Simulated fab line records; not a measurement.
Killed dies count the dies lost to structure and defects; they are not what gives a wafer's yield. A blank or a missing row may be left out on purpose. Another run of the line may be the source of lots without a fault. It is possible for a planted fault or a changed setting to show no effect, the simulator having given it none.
Which tool did it? || flow berkeley-cmos170 || Sampling: 24 lots, 72 wafers, 6 of 331 route steps

WHAT THE GAUGES READ, wafer by wafer
UCB170_NWELL_THK_MEAS_02.
{"lot": "L074", "measured": "day 2 03:57", "on": "film-metro-01", "NWELL_OXIDE_THK (nm)": "26.0 25.6 26.1"}
{"lot": "L076", "measured": "day 2 10:13", "on": "film-metro-04", "NWELL_OXIDE_THK (nm)": "26.9 26.9 26.6"}
{"lot": "L075", "measured": "day 2 10:13", "on": "film-metro-01", "NWELL_OXIDE_THK (nm)": "26.2 25.9 25.6"}
{"lot": "L078", "measured": "day 2 20:10", "on": "film-metro-01", "NWELL_OXIDE_THK (nm)": "26.5 26.5 27.0"}
{"lot": "L077", "measured": "day 2 20:10", "on": "film-metro-04", "NWELL_OXIDE_THK (nm)": "27.5 27.8 27.0"}
{"lot": "L079", "measured": "day 3 02:35", "on": "film-metro-04", "NWELL_OXIDE_THK (nm)": "25.9 26.5 26.1"}
{"lot": "L080", "measured": "day 3 05:51", "on": "film-metro-01", "NWELL_OXIDE_THK (nm)": "26.3 25.5 26.2"}
{"lot": "L081", "measured": "day 3 12:57", "on": "film-metro-01", "NWELL_OXIDE_THK (nm)": "26.7 26.4 27.0"}
{"lot": "L082", "measured": "day 3 20:17", "on": "film-metro-02", "NWELL_OXIDE_THK (nm)": "26.8 26.7 26.4"}
{"lot": "L083", "measured": "day 4 06:25", "on": "film-metro-02", "NWELL_OXIDE_THK (nm)": "26.3 26.3 26.5"}
{"lot": "L084", "measured": "day 4 06:25", "on": "film-metro-04", "NWELL_OXIDE_THK (nm)": "26.7 26.9 26.9"}
{"lot": "L085", "measured": "day 4 14:46", "on": "film-metro-04", "NWELL_OXIDE_THK (nm)": "26.4 26.3 26.5"}
{"lot": "L086", "measured": "day 4 14:47", "on": "film-metro-01", "NWELL_OXIDE_THK (nm)": "26.2 26.0 26.0"}
{"lot": "L087", "measured": "day 4 20:25", "on": "film-metro-02", "NWELL_OXIDE_THK (nm)": "26.2 26.2 26.3"}
{"lot": "L088", "measured": "day 4 20:25", "on": "film-metro-01", "NWELL_OXIDE_THK (nm)": "25.9 26.4 26.4"}
{"lot": "L089", "measured": "day 5 05:05", "on": "film-metro-02", "NWELL_OXIDE_THK (nm)": "27.2 26.7 27.5"}
{"lot": "L090", "measured": "day 5 12:14", "on": "film-metro-01", "NWELL_OXIDE_THK (nm)": "26.6 26.4 26.2"}
{"lot": "L091", "measured": "day 5 17:49", "on": "film-metro-02", "NWELL_OXIDE_THK (nm)": "26.8 26.9 26.3"}
{"lot": "L092", "measured": "day 5 17:49", "on": "film-metro-01", "NWELL_OXIDE_THK (nm)": "26.2 26.1 25.4"}
{"lot": "L093", "measured": "day 6 04:37", "on": "film-metro-01", "NWELL_OXIDE_THK (nm)": "27.0 26.7 26.9"}
{"lot": "L094", "measured": "day 6 12:04", "on": "film-metro-04", "NWELL_OXIDE_THK (nm)": "26.8 26.7 26.4"}
{"lot": "L095", "measured": "day 6 12:05", "on": "film-metro-02", "NWELL_OXIDE_THK (nm)": "26.3 26.6 26.2"}
{"lot": "L096", "measured": "day 6 12:05", "on": "film-metro-01", "NWELL_OXIDE_THK (nm)": "26.4 25.9 26.6"}
{"lot": "L097", "measured": "day 7 04:23", "on": "film-metro-01", "NWELL_OXIDE_THK (nm)": "26.9 26.9 26.9"}

UCB170_V1_BOW_MEAS_03.
{"lot": "L074", "measured": "day 8 14:26", "on": "film-metro-01", "V1_BOW (um)": "26 23 13"}
{"lot": "L076", "measured": "day 8 15:46", "on": "film-metro-01", "V1_BOW (um)": "13 15 34"}
{"lot": "L075", "measured": "day 8 15:47", "on": "film-metro-02", "V1_BOW (um)": "17 23 23"}
{"lot": "L078", "measured": "day 9 07:28", "on": "film-metro-01", "V1_BOW (um)": "9 6 20"}
{"lot": "L077", "measured": "day 9 06:08", "on": "film-metro-04", "V1_BOW (um)": "18 23 15"}
{"lot": "L079", "measured": "day 9 16:59", "on": "film-metro-01", "V1_BOW (um)": "37 26 18"}
{"lot": "L080", "measured": "day 9 15:40", "on": "film-metro-04", "V1_BOW (um)": "26 26 12"}
{"lot": "L081", "measured": "day 10 02:35", "on": "film-metro-01", "V1_BOW (um)": "23 27 2"}
{"lot": "L082", "measured": "day 10 16:13", "on": "film-metro-02", "V1_BOW (um)": "15 17 9"}
{"lot": "L083", "measured": "day 11 01:05", "on": "film-metro-01", "V1_BOW (um)": "24 21 18"}
{"lot": "L084", "measured": "day 11 02:25", "on": "film-metro-01", "V1_BOW (um)": "17 19 20"}
{"lot": "L085", "measured": "day 10 22:59", "on": "film-metro-02", "V1_BOW (um)": "19 9 12"}
{"lot": "L086", "measured": "day 11 02:29", "on": "film-metro-04", "V1_BOW (um)": "11 26 25"}
{"lot": "L087", "measured": "day 12 02:40", "on": "film-metro-01", "V1_BOW (um)": "30 9 28"}
{"lot": "L088", "measured": "day 11 12:26", "on": "film-metro-02", "V1_BOW (um)": "18 31 16"}
{"lot": "L089", "measured": "day 12 05:22", "on": "film-metro-02", "V1_BOW (um)": "3 13 15"}
{"lot": "L090", "measured": "day 12 04:02", "on": "film-metro-01", "V1_BOW (um)": "30 26 18"}
{"lot": "L091", "measured": "day 12 05:38", "on": "film-metro-01", "V1_BOW (um)": "6 21 18"}
{"lot": "L092", "measured": "day 12 05:20", "on": "film-metro-04", "V1_BOW (um)": "15 11 13"}
{"lot": "L093", "measured": "day 13 07:56", "on": "film-metro-04", "V1_BOW (um)": "9 25 24"}
{"lot": "L094", "measured": "day 13 10:41", "on": "film-metro-02", "V1_BOW (um)": "24 25 25"}
{"lot": "L095", "measured": "day 13 12:03", "on": "film-metro-01", "V1_BOW (um)": "16 30 24"}
{"lot": "L096", "measured": "day 13 09:17", "on": "film-metro-04", "V1_BOW (um)": "12 19 20"}
{"lot": "L097", "measured": "day 14 12:20", "on": "film-metro-04", "V1_BOW (um)": "20 30 21"}

UCB170_V2_CD_MEAS_12: the cd target is 700 nm.
{"lot": "L074", "measured": "day 8 21:02", "on": "cd-sem-01", "cd-nm (nm)": "700.5 699.2 699.4"}
{"lot": "L076", "measured": "day 8 23:11", "on": "cd-sem-01", "cd-nm (nm)": "699.3 698.2 698.6"}
{"lot": "L075", "measured": "day 8 22:58", "on": "cd-sem-02", "cd-nm (nm)": "699.6 699.8 698.5"}
{"lot": "L078", "measured": "day 9 13:46", "on": "cd-sem-02", "cd-nm (nm)": "699.5 699.8 699.2"}
{"lot": "L077", "measured": "day 9 12:31", "on": "cd-sem-02", "cd-nm (nm)": "698.1 699.8 699.5"}
{"lot": "L079", "measured": "day 9 23:47", "on": "cd-sem-01", "cd-nm (nm)": "700.3 700.1 700.2"}
{"lot": "L080", "measured": "day 9 21:53", "on": "cd-sem-01", "cd-nm (nm)": "702.2 703.5 701.5"}
{"lot": "L081", "measured": "day 10 10:34", "on": "cd-sem-01", "cd-nm (nm)": "699.6 700.4 699.3"}
{"lot": "L082", "measured": "day 10 23:14", "on": "cd-sem-02", "cd-nm (nm)": "699.3 698.6 698.5"}
{"lot": "L083", "measured": "day 11 08:29", "on": "cd-sem-01", "cd-nm (nm)": "698.1 698.4 698.4"}
{"lot": "L084", "measured": "day 11 09:47", "on": "cd-sem-01", "cd-nm (nm)": "699.1 698.5 699.7"}
{"lot": "L085", "measured": "day 11 08:10", "on": "cd-sem-01", "cd-nm (nm)": "699.1 699.6 699.1"}
{"lot": "L086", "measured": "day 11 09:42", "on": "cd-sem-02", "cd-nm (nm)": "700.9 699.6 700.7"}
{"lot": "L087", "measured": "day 12 09:19", "on": "cd-sem-01", "cd-nm (nm)": "699.5 701.1 699.8"}
{"lot": "L088", "measured": "day 11 19:20", "on": "cd-sem-01", "cd-nm (nm)": "700.3 700.4 701.6"}
{"lot": "L089", "measured": "day 12 15:25", "on": "cd-sem-01", "cd-nm (nm)": "698.9 699.4 698.8"}
{"lot": "L090", "measured": "day 12 12:16", "on": "cd-sem-01", "cd-nm (nm)": "699.5 699.7 699.8"}
{"lot": "L091", "measured": "day 12 15:45", "on": "cd-sem-01", "cd-nm (nm)": "700.1 700.7 700.1"}
{"lot": "L092", "measured": "day 12 15:16", "on": "cd-sem-01", "cd-nm (nm)": "698.3 700.1 699.7"}
{"lot": "L093", "measured": "day 13 16:19", "on": "cd-sem-02", "cd-nm (nm)": "701.4 701.5 701.5"}
{"lot": "L094", "measured": "day 13 20:28", "on": "cd-sem-01", "cd-nm (nm)": "700.0 700.7 700.5"}
{"lot": "L095", "measured": "day 13 20:38", "on": "cd-sem-01", "cd-nm (nm)": "698.3 697.4 697.5"}
{"lot": "L096", "measured": "day 13 16:23", "on": "cd-sem-01", "cd-nm (nm)": "698.3 699.1 699.7"}
{"lot": "L097", "measured": "day 14 19:31", "on": "cd-sem-01", "cd-nm (nm)": "697.6 699.5 698.5"}

UCB170_M3_CD_MEAS_15: the cd target is 700 nm.
{"lot": "L074", "measured": "day 8 23:40", "on": "cd-sem-02", "cd-nm (nm)": "698.7 700.5 698.8"}
{"lot": "L076", "measured": "day 9 01:45", "on": "cd-sem-01", "cd-nm (nm)": "700.3 702.7 700.8"}
{"lot": "L075", "measured": "day 9 01:25", "on": "cd-sem-02", "cd-nm (nm)": "701.2 701.4 702.4"}
{"lot": "L078", "measured": "day 9 18:33", "on": "cd-sem-01", "cd-nm (nm)": "698.8 700.6 699.9"}
{"lot": "L077", "measured": "day 9 15:26", "on": "cd-sem-01", "cd-nm (nm)": "701.5 701.8 700.8"}
{"lot": "L079", "measured": "day 10 02:23", "on": "cd-sem-01", "cd-nm (nm)": "700.0 699.4 700.5"}
{"lot": "L080", "measured": "day 10 01:11", "on": "cd-sem-01", "cd-nm (nm)": "701.0 700.8 700.0"}
{"lot": "L081", "measured": "day 10 13:26", "on": "cd-sem-02", "cd-nm (nm)": "699.3 699.1 697.2"}
{"lot": "L082", "measured": "day 11 02:56", "on": "cd-sem-02", "cd-nm (nm)": "700.8 700.7 701.1"}
{"lot": "L083", "measured": "day 11 12:16", "on": "cd-sem-02", "cd-nm (nm)": "699.3 701.5 699.6"}
{"lot": "L084", "measured": "day 11 13:32", "on": "cd-sem-01", "cd-nm (nm)": "699.5 700.7 699.2"}
{"lot": "L085", "measured": "day 11 11:59", "on": "cd-sem-02", "cd-nm (nm)": "702.1 700.2 700.0"}
{"lot": "L086", "measured": "day 11 13:19", "on": "cd-sem-01", "cd-nm (nm)": "701.4 702.6 700.5"}
{"lot": "L087", "measured": "day 12 12:59", "on": "cd-sem-01", "cd-nm (nm)": "698.9 699.3 699.7"}
{"lot": "L088", "measured": "day 11 23:37", "on": "cd-sem-01", "cd-nm (nm)": "701.5 699.4 700.3"}
{"lot": "L089", "measured": "day 12 20:14", "on": "cd-sem-01", "cd-nm (nm)": "701.5 700.5 701.0"}
{"lot": "L090", "measured": "day 12 16:08", "on": "cd-sem-01", "cd-nm (nm)": "701.6 701.2 700.4"}
{"lot": "L091", "measured": "day 12 19:56", "on": "cd-sem-01", "cd-nm (nm)": "699.1 700.3 699.3"}
{"lot": "L092", "measured": "day 12 18:49", "on": "cd-sem-01", "cd-nm (nm)": "699.8 699.4 699.6"}
{"lot": "L093", "measured": "day 13 20:13", "on": "cd-sem-01", "cd-nm (nm)": "701.2 702.1 701.1"}
{"lot": "L094", "measured": "day 13 22:55", "on": "cd-sem-02", "cd-nm (nm)": "700.1 701.2 702.6"}
{"lot": "L095", "measured": "day 13 23:40", "on": "cd-sem-01", "cd-nm (nm)": "699.8 699.8 700.3"}
{"lot": "L096", "measured": "day 13 20:27", "on": "cd-sem-02", "cd-nm (nm)": "700.8 699.4 699.9"}
{"lot": "L097", "measured": "day 15 01:30", "on": "cd-sem-01", "cd-nm (nm)": "700.2 701.3 699.7"}

TOOL THAT RAN EACH LOT (tool first, then ch and the chambers of the sampled wafers, then the start)
{"lot": "L074", "UCB170_ZERO_STRIP_07": "plasma-asher-03 ch 1, day 1 21:26", "UCB170_CONTACT_ETCH_18": "rie-diel-04 ch 1,2, day 8 14:26 or earlier"}
{"lot": "L076", "UCB170_ZERO_STRIP_07": "plasma-asher-03 ch 0,1, day 2 03:36", "UCB170_CONTACT_ETCH_18": "rie-diel-04 ch 0,3, day 8 15:46 or earlier"}
{"lot": "L075", "UCB170_ZERO_STRIP_07": "plasma-asher-02 ch 1, day 2 03:43", "UCB170_CONTACT_ETCH_18": "rie-diel-01 ch 1,3, day 8 15:47 or earlier"}
{"lot": "L078", "UCB170_ZERO_STRIP_07": "plasma-asher-03 ch 0,1, day 2 15:56", "UCB170_CONTACT_ETCH_18": "rie-diel-04 ch 1,2,3, day 9 07:28 or earlier"}
{"lot": "L077", "UCB170_ZERO_STRIP_07": "plasma-asher-04 ch 0,1, day 2 16:01", "UCB170_CONTACT_ETCH_18": "rie-diel-04 ch 0,1, day 9 06:08 or earlier"}
{"lot": "L079", "UCB170_ZERO_STRIP_07": "plasma-asher-04 ch 0,1, day 2 21:20", "UCB170_CONTACT_ETCH_18": "rie-diel-01 ch 0,2,3, day 9 16:59 or earlier"}
{"lot": "L080", "UCB170_ZERO_STRIP_07": "plasma-asher-03 ch 0,1, day 3 01:27", "UCB170_CONTACT_ETCH_18": "rie-diel-03 ch 0, day 9 15:40 or earlier"}
{"lot": "L081", "UCB170_ZERO_STRIP_07": "plasma-asher-03 ch 0,1, day 3 06:05", "UCB170_CONTACT_ETCH_18": "rie-diel-03 ch 1,3, day 10 02:35 or earlier"}
{"lot": "L082", "UCB170_ZERO_STRIP_07": "plasma-asher-03 ch 0,1, day 3 13:24", "UCB170_CONTACT_ETCH_18": "rie-diel-01 ch 0,1,2, day 10 16:13 or earlier"}
{"lot": "L083", "UCB170_ZERO_STRIP_07": "plasma-asher-03 ch 0,1, day 3 21:24", "UCB170_CONTACT_ETCH_18": "rie-diel-03 ch 0,2,3, day 11 01:05 or earlier"}
{"lot": "L084", "UCB170_ZERO_STRIP_07": "plasma-asher-04 ch 0,1, day 4 01:18", "UCB170_CONTACT_ETCH_18": "rie-diel-01 ch 2,3, day 11 02:25 or earlier"}
{"lot": "L085", "UCB170_ZERO_STRIP_07": "plasma-asher-03 ch 0,1, day 4 10:50", "UCB170_CONTACT_ETCH_18": "rie-diel-01 ch 1,2,3, day 10 22:59 or earlier"}
{"lot": "L086", "UCB170_ZERO_STRIP_07": "plasma-asher-02 ch 0,1, day 4 11:08", "UCB170_CONTACT_ETCH_18": "rie-diel-04 ch 0,3, day 11 02:29 or earlier"}
{"lot": "L087", "UCB170_ZERO_STRIP_07": "plasma-asher-03 ch 0,1, day 4 15:08", "UCB170_CONTACT_ETCH_18": "rie-diel-01 ch 1,2,3, day 12 02:40 or earlier"}
{"lot": "L088", "UCB170_ZERO_STRIP_07": "plasma-asher-04 ch 0,1, day 4 15:25", "UCB170_CONTACT_ETCH_18": "rie-diel-01 ch 1,2, day 11 12:26 or earlier"}
{"lot": "L089", "UCB170_ZERO_STRIP_07": "plasma-asher-02 ch 0,1, day 4 23:37", "UCB170_CONTACT_ETCH_18": "rie-diel-03 ch 0,1,2, day 12 05:22 or earlier"}
{"lot": "L090", "UCB170_ZERO_STRIP_07": "plasma-asher-03 ch 0,1, day 5 05:22", "UCB170_CONTACT_ETCH_18": "rie-diel-01 ch 0,3, day 12 04:02 or earlier"}
{"lot": "L091", "UCB170_ZERO_STRIP_07": "plasma-asher-02 ch 0,1, day 5 11:39", "UCB170_CONTACT_ETCH_18": "rie-diel-01 ch 0,1,2, day 12 05:38 or earlier"}
{"lot": "L092", "UCB170_ZERO_STRIP_07": "plasma-asher-02 ch 0,1, day 5 15:16", "UCB170_CONTACT_ETCH_18": "rie-diel-04 ch 2,3, day 12 05:20 or earlier"}
{"lot": "L093", "UCB170_ZERO_STRIP_07": "plasma-asher-04 ch 0,1, day 5 21:33", "UCB170_CONTACT_ETCH_18": "rie-diel-01 ch 1,2,3, day 13 07:56 or earlier"}
{"lot": "L094", "UCB170_ZERO_STRIP_07": "plasma-asher-04 ch 0,1, day 6 04:53", "UCB170_CONTACT_ETCH_18": "rie-diel-01 ch 0,2, day 13 10:41 or earlier"}
{"lot": "L095", "UCB170_ZERO_STRIP_07": "plasma-asher-04 ch 0,1, day 6 08:14", "UCB170_CONTACT_ETCH_18": "rie-diel-04 ch 0,3, day 13 12:03 or earlier"}
{"lot": "L096", "UCB170_ZERO_STRIP_07": "plasma-asher-02 ch 0,1, day 6 08:21", "UCB170_CONTACT_ETCH_18": "rie-diel-04 ch 0,1,3, day 13 09:17 or earlier"}
{"lot": "L097", "UCB170_ZERO_STRIP_07": "plasma-asher-03 ch 0,1, day 6 21:28", "UCB170_CONTACT_ETCH_18": "rie-diel-01 ch 1,2, day 14 12:20 or earlier"}
- UCB170_ZERO_STRIP_07: strips in O2.
- UCB170_CONTACT_ETCH_18: etches PSG in CHF3/CF4/Ar, stops on TiSi2, target depth 840 nm, time 195 s.

WHAT THE TOOLS THEMSELVES READ (means of the sampled wafers that have a number; where no wafer has one, the mark that the record gives instead)
UCB170_ZERO_STRIP_07.
{"lot": "L074", "tool": "plasma-asher-03", "drypump-motor-current-A (A)": 5.9, "oes-product-au (a.u.)": 0.725, "strip-time-to-endpoint-s (s)": 21.44}
{"lot": "L076", "tool": "plasma-asher-03", "drypump-motor-current-A (A)": 6.0, "oes-product-au (a.u.)": 0.727, "strip-time-to-endpoint-s (s)": 21.61}
{"lot": "L075", "tool": "plasma-asher-02", "drypump-motor-current-A (A)": 6.0, "oes-product-au (a.u.)": 0.730, "strip-time-to-endpoint-s (s)": 21.52}
{"lot": "L078", "tool": "plasma-asher-03", "drypump-motor-current-A (A)": 6.2, "oes-product-au (a.u.)": 0.726, "strip-time-to-endpoint-s (s)": 21.56}
{"lot": "L077", "tool": "plasma-asher-04", "drypump-motor-current-A (A)": 5.0, "oes-product-au (a.u.)": 0.728, "strip-time-to-endpoint-s (s)": 21.64}
{"lot": "L079", "tool": "plasma-asher-04", "drypump-motor-current-A (A)": 5.0, "oes-product-au (a.u.)": 0.728, "strip-time-to-endpoint-s (s)": 21.56}
{"lot": "L080", "tool": "plasma-asher-03", "drypump-motor-current-A (A)": 6.2, "oes-product-au (a.u.)": 0.725, "strip-time-to-endpoint-s (s)": 21.49}
{"lot": "L081", "tool": "plasma-asher-03", "drypump-motor-current-A (A)": 6.0, "oes-product-au (a.u.)": 0.731, "strip-time-to-endpoint-s (s)": 21.56}
{"lot": "L082", "tool": "plasma-asher-03", "drypump-motor-current-A (A)": 6.0, "oes-product-au (a.u.)": 0.726, "strip-time-to-endpoint-s (s)": 21.53}
{"lot": "L083", "tool": "plasma-asher-03", "drypump-motor-current-A (A)": 6.0, "oes-product-au (a.u.)": 0.727, "strip-time-to-endpoint-s (s)": 21.48}
{"lot": "L084", "tool": "plasma-asher-04", "drypump-motor-current-A (A)": 5.1, "oes-product-au (a.u.)": 0.730, "strip-time-to-endpoint-s (s)": 21.41}
{"lot": "L085", "tool": "plasma-asher-03", "drypump-motor-current-A (A)": 6.0, "oes-product-au (a.u.)": 0.725, "strip-time-to-endpoint-s (s)": 21.66}
{"lot": "L086", "tool": "plasma-asher-02", "drypump-motor-current-A (A)": 5.7, "oes-product-au (a.u.)": 0.725, "strip-time-to-endpoint-s (s)": 21.45}
{"lot": "L087", "tool": "plasma-asher-03", "drypump-motor-current-A (A)": 6.0, "oes-product-au (a.u.)": 0.729, "strip-time-to-endpoint-s (s)": 21.54}
{"lot": "L088", "tool": "plasma-asher-04", "drypump-motor-current-A (A)": 5.1, "oes-product-au (a.u.)": 0.730, "strip-time-to-endpoint-s (s)": 21.61}
{"lot": "L089", "tool": "plasma-asher-02", "drypump-motor-current-A (A)": 5.7, "oes-product-au (a.u.)": 0.729, "strip-time-to-endpoint-s (s)": 21.45}
{"lot": "L090", "tool": "plasma-asher-03", "drypump-motor-current-A (A)": 6.2, "oes-product-au (a.u.)": 0.725, "strip-time-to-endpoint-s (s)": 21.50}
{"lot": "L091", "tool": "plasma-asher-02", "drypump-motor-current-A (A)": 5.7, "oes-product-au (a.u.)": 0.729, "strip-time-to-endpoint-s (s)": 21.44}
{"lot": "L092", "tool": "plasma-asher-02", "drypump-motor-current-A (A)": 5.7, "oes-product-au (a.u.)": 0.730, "strip-time-to-endpoint-s (s)": 21.47}
{"lot": "L093", "tool": "plasma-asher-04", "drypump-motor-current-A (A)": 5.0, "oes-product-au (a.u.)": 0.727, "strip-time-to-endpoint-s (s)": 21.50}
{"lot": "L094", "tool": "plasma-asher-04", "drypump-motor-current-A (A)": 5.2, "oes-product-au (a.u.)": 0.729, "strip-time-to-endpoint-s (s)": 21.44}
{"lot": "L095", "tool": "plasma-asher-04", "drypump-motor-current-A (A)": 5.2, "oes-product-au (a.u.)": 0.725, "strip-time-to-endpoint-s (s)": 21.45}
{"lot": "L096", "tool": "plasma-asher-02", "drypump-motor-current-A (A)": 5.7, "oes-product-au (a.u.)": 0.724, "strip-time-to-endpoint-s (s)": 21.40}
{"lot": "L097", "tool": "plasma-asher-03", "drypump-motor-current-A (A)": 6.0, "oes-product-au (a.u.)": 0.724, "strip-time-to-endpoint-s (s)": 21.40}

UCB170_CONTACT_ETCH_18.
{"lot": "L074", "tool": "rie-diel-04", "drypump-motor-current-A (A)": 5.6, "oes-product-au (a.u.)": 0.901, "rf-fwd-power-W (W)": 697.1, "throttle-valve-pct (%)": 6.89}
{"lot": "L076", "tool": "rie-diel-04", "drypump-motor-current-A (A)": 6.0, "oes-product-au (a.u.)": 0.884, "rf-fwd-power-W (W)": 697.3, "throttle-valve-pct (%)": 7.01}
{"lot": "L075", "tool": "rie-diel-01", "drypump-motor-current-A (A)": 5.6, "oes-product-au (a.u.)": 0.874, "rf-fwd-power-W (W)": 696.7, "throttle-valve-pct (%)": 7.01}
{"lot": "L078", "tool": "rie-diel-04", "drypump-motor-current-A (A)": 5.5, "oes-product-au (a.u.)": 0.884, "rf-fwd-power-W (W)": 697.8, "throttle-valve-pct (%)": 7.00}
{"lot": "L077", "tool": "rie-diel-04", "drypump-motor-current-A (A)": 5.7, "oes-product-au (a.u.)": 0.904, "rf-fwd-power-W (W)": 694.9, "throttle-valve-pct (%)": 7.04}
{"lot": "L079", "tool": "rie-diel-01", "drypump-motor-current-A (A)": 5.2, "oes-product-au (a.u.)": 0.889, "rf-fwd-power-W (W)": 696.4, "throttle-valve-pct (%)": 6.98}
{"lot": "L080", "tool": "rie-diel-03", "drypump-motor-current-A (A)": 5.8, "oes-product-au (a.u.)": 0.887, "rf-fwd-power-W (W)": 697.6, "throttle-valve-pct (%)": 6.86}
{"lot": "L081", "tool": "rie-diel-03", "drypump-motor-current-A (A)": 6.2, "oes-product-au (a.u.)": 0.905, "rf-fwd-power-W (W)": 698.8, "throttle-valve-pct (%)": 6.79}
{"lot": "L082", "tool": "rie-diel-01", "drypump-motor-current-A (A)": 5.2, "oes-product-au (a.u.)": 0.888, "rf-fwd-power-W (W)": 696.5, "throttle-valve-pct (%)": 6.90}
{"lot": "L083", "tool": "rie-diel-03", "drypump-motor-current-A (A)": 5.9, "oes-product-au (a.u.)": 0.893, "rf-fwd-power-W (W)": 698.5, "throttle-valve-pct (%)": 6.86}
{"lot": "L084", "tool": "rie-diel-01", "drypump-motor-current-A (A)": 5.1, "oes-product-au (a.u.)": 0.882, "rf-fwd-power-W (W)": 694.2, "throttle-valve-pct (%)": 7.09}
{"lot": "L085", "tool": "rie-diel-01", "drypump-motor-current-A (A)": 5.4, "oes-product-au (a.u.)": 0.879, "rf-fwd-power-W (W)": 696.0, "throttle-valve-pct (%)": 7.00}
{"lot": "L086", "tool": "rie-diel-04", "drypump-motor-current-A (A)": 6.0, "oes-product-au (a.u.)": 0.878, "rf-fwd-power-W (W)": 699.8, "throttle-valve-pct (%)": 7.01}
{"lot": "L087", "tool": "rie-diel-01", "drypump-motor-current-A (A)": 5.4, "oes-product-au (a.u.)": 0.881, "rf-fwd-power-W (W)": 699.8, "throttle-valve-pct (%)": 7.00}
{"lot": "L088", "tool": "rie-diel-01", "drypump-motor-current-A (A)": 5.5, "oes-product-au (a.u.)": 0.882, "rf-fwd-power-W (W)": 696.0, "throttle-valve-pct (%)": 6.92}
{"lot": "L089", "tool": "rie-diel-03", "drypump-motor-current-A (A)": 6.2, "oes-product-au (a.u.)": 0.894, "rf-fwd-power-W (W)": 697.2, "throttle-valve-pct (%)": 6.91}
{"lot": "L090", "tool": "rie-diel-01", "drypump-motor-current-A (A)": 5.2, "oes-product-au (a.u.)": 0.881, "rf-fwd-power-W (W)": 699.5, "throttle-valve-pct (%)": 6.88}
{"lot": "L091", "tool": "rie-diel-01", "drypump-motor-current-A (A)": 5.2, "oes-product-au (a.u.)": 0.883, "rf-fwd-power-W (W)": 696.4, "throttle-valve-pct (%)": 6.89}
{"lot": "L092", "tool": "rie-diel-04", "drypump-motor-current-A (A)": 5.7, "oes-product-au (a.u.)": 0.885, "rf-fwd-power-W (W)": 696.6, "throttle-valve-pct (%)": 6.90}
{"lot": "L093", "tool": "rie-diel-01", "drypump-motor-current-A (A)": 5.4, "oes-product-au (a.u.)": 0.878, "rf-fwd-power-W (W)": 696.3, "throttle-valve-pct (%)": 7.01}
{"lot": "L094", "tool": "rie-diel-01", "drypump-motor-current-A (A)": 5.0, "oes-product-au (a.u.)": 0.892, "rf-fwd-power-W (W)": 698.0, "throttle-valve-pct (%)": 6.97}
{"lot": "L095", "tool": "rie-diel-04", "drypump-motor-current-A (A)": 5.9, "oes-product-au (a.u.)": 0.875, "rf-fwd-power-W (W)": 698.3, "throttle-valve-pct (%)": 6.99}
{"lot": "L096", "tool": "rie-diel-04", "drypump-motor-current-A (A)": 5.7, "oes-product-au (a.u.)": 0.884, "rf-fwd-power-W (W)": 695.0, "throttle-valve-pct (%)": 7.06}
{"lot": "L097", "tool": "rie-diel-01", "drypump-motor-current-A (A)": 5.2, "oes-product-au (a.u.)": 0.889, "rf-fwd-power-W (W)": 695.5, "throttle-valve-pct (%)": 7.00}

THE ANSWER, worked out from the rows above alone
Rule: the lots themselves supply what counts as usual. The widest of any qualifying gaps counts: lots, ordered by their means at a reading, are off when they make up no more than a third of the lots, leave a main group of 4 or more, and stand apart from it by 3 or more times the standard deviation of that group's means. Not used: any main group whose means are identical at the precision the tables above print for the reading. A lot without any number at a reading at which 4 lots or more have one is off too. The other lots that the step has rows for count as sound. After the gauges, taken in route order, come the tools' own readings; for these a lot's mean is taken, as printed above. At the first step where some lot is off, the reading lying furthest off is the one used; lots without a number count as furthest.
Nothing can be told from this: no lot is off at any reading shown.

WHAT THE SIMULATOR HAD PUT IN
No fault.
